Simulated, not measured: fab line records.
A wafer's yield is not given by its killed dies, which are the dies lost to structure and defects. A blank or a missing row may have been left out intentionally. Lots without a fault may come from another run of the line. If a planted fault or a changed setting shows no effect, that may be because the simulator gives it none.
Which tool was responsible? ; flow rit_cmos ; at 1 step of a route of 202, 6 lots with 18 wafers sampled

## WHAT THE GAUGES READ, wafer by wafer
RIT_NSD_OVL_MEAS_06.
lot;measured;on;NSD_OVL (nm)
L627;day 3 15:11;overlay-02;-3.0 -1.2 -0.7
L631;day 4 06:33;overlay-01;1.8 -0.3 0.1
L633;day 4 19:45;overlay-01;-0.4 0.3 -1.9
L635;day 5 05:13;overlay-01;1.0 2.2 0.3
L639;day 6 05:47;overlay-02;-0.3 -1.0 -0.6
L645;day 7 12:22;overlay-02;0.9 1.6 2.3

## TOOL THAT RAN EACH LOT (tool first, then ch and the chambers of the sampled wafers, then the start)
No process step before these readings appears in the record.

## THE ANSWER, worked out from the rows above alone
Rule: usual is defined by the lots themselves. The widest of any qualifying gaps counts: lots, ordered by their means at a reading, are off when they make up no more than a third of the lots, leave a main group of 4 or more, and stand apart from it by 3 or more times the standard deviation of that group's means. A main group is skipped when, at the precision printed for the reading in the tables above, its means are all equal. Also off: a lot with no number at a reading for which 4 or more lots have one. All remaining lots with rows at the step are treated as sound.
Nothing can be told from this: no lot is off at any reading shown.

## WHAT HAD BEEN PUT IN BY THE SIMULATOR
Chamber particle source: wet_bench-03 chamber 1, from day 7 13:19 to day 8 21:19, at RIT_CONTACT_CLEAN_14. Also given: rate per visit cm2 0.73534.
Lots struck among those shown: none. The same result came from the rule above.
